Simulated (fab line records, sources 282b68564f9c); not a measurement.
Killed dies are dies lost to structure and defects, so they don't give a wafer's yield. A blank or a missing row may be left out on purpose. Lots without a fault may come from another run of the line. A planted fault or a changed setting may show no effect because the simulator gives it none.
Which tool did it? | flow rit_cmos | 13 lots, 39 wafers sampled, at 2 steps of a route of 202

WHAT THE GAUGES READ, wafer by wafer
RIT_CONTACT_THK_MEAS_01.
lot  | measured    | on            | CONTACT_TEOS_THK (nm)
L966 | day 3 03:22 | film_metro-02 | 392 408 401
L967 | day 3 09:00 | film_metro-02 | 392 397 402
L969 | day 3 21:18 | film_metro-02 | 394 393 403
L970 | day 3 23:19 | film_metro-01 | 396 393 400
L977 | day 5 10:27 | film_metro-02 | 398 396 151
L978 | day 5 14:19 | film_metro-02 | 403 395 403
L979 | day 5 19:21 | film_metro-01 | 392 400 396
L981 | day 6 07:35 | film_metro-04 | 397 392 390
L982 | day 6 14:52 | film_metro-04 | 397 402 403
L984 | day 6 20:04 | film_metro-01 | 398 393 402
L985 | day 7 02:43 | film_metro-04 | 396 396 404
L987 | day 7 11:35 | film_metro-02 | 399 392 400
L988 | day 7 16:58 | film_metro-02 | 400 400 399

WHICH TOOL RAN EACH LOT (tool, then ch and the chambers of the sampled wafers, then the start)
lot  | RIT_CONTACT_CVD_00
L966 | pecvd-04 ch 0,1, day 3 03:17
L967 | pecvd-03 ch 1,2, day 3 08:57
L969 | pecvd-04 ch 0,1,2, day 3 21:14
L970 | pecvd-03 ch 0,1,2, day 3 23:16
L977 | pecvd-02 ch 0,2, day 5 10:23
L978 | pecvd-04 ch 0,2, day 5 14:14
L979 | pecvd-03 ch 0,1, day 5 19:16
L981 | pecvd-04 ch 0,1,2, day 6 07:32
L982 | pecvd-03 ch 0,1,2, day 6 14:48
L984 | pecvd-04 ch 1,2, day 6 20:01
L985 | pecvd-03 ch 0,2, day 7 02:39
L987 | pecvd-04 ch 0,1,2, day 7 11:32
L988 | pecvd-03 ch 0,1,2, day 7 16:54
- RIT_CONTACT_CVD_00: deposits SiO2 from TEOS, target thk 400 nm, time 61 s.

WHAT THE TOOLS THEMSELVES READ (means of the sampled wafers that have a number; where no wafer has one, the mark that the record gives instead)
RIT_CONTACT_CVD_00.
lot  | tool     | heater_power_w (W) | run_length_s (s)
L966 | pecvd-04 | 307                | 88.9
L967 | pecvd-03 | 325                | 89.4
L969 | pecvd-04 | 314                | 88.4
L970 | pecvd-03 | 318                | 89.2
L977 | pecvd-02 | 396                | 75.7
L978 | pecvd-04 | 326                | 88.9
L979 | pecvd-03 | 318                | 89.0
L981 | pecvd-04 | 326                | 88.5
L982 | pecvd-03 | 291                | 89.0
L984 | pecvd-04 | 295                | 88.6
L985 | pecvd-03 | 307                | 88.3
L987 | pecvd-04 | 302                | 88.8
L988 | pecvd-03 | 318                | 88.9

THE ANSWER, worked out from the rows above alone
Rule: what is usual is taken from the lots themselves. Put in order of their means at a reading, lots are off if they are a third of the lots or fewer, leave a main group of 4 or more, and stand apart from it by a gap of 3 or more times the standard deviation of the main group's means; of several such gaps the widest counts. A main group whose means are all the same, to the digits that the tables above print for the reading, isn't used. A lot without any number at a reading at which 4 lots or more have one is off too. The other lots that the step has rows for count as sound. The gauges are gone through in route order, then the tools' own readings, and for those a lot's mean is taken as printed above. The first step at which some lot is off is used, and at that step the reading that is off furthest; a lot without a number counts as furthest.
Off: L977, at RIT_CONTACT_THK_MEAS_01 (CONTACT_TEOS_THK). The main group: mean 398 nm, standard deviation 2.2.
A tool fits if, at a process step before that reading, it ran every lot that is off, and no sound lot after the first of them. The gauges at RIT_CONTACT_THK_MEAS_01 aren't tried: what is off there is off at RIT_CONTACT_CVD_00 too, on other tools, and a gauge's error can't cause that. One fits: pecvd-02 at RIT_CONTACT_CVD_00. It ran no sound lot before its first lot that is off in this sample, so the start can't be narrowed down.
The tool's own readings at RIT_CONTACT_CVD_00 bear it out: on the lots that are off they differ by more than 5 times the standard deviation of the sound lots' means. heater_power_w reads 396 W there against 312 W on the sound lots; run_length_s reads 75.7 s there against 88.8 s on the sound lots.

WHAT THE SIMULATOR HAD PUT IN
Process parameter drift: pecvd-02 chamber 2, from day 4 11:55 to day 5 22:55, at RIT_CONTACT_CVD_00. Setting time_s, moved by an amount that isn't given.
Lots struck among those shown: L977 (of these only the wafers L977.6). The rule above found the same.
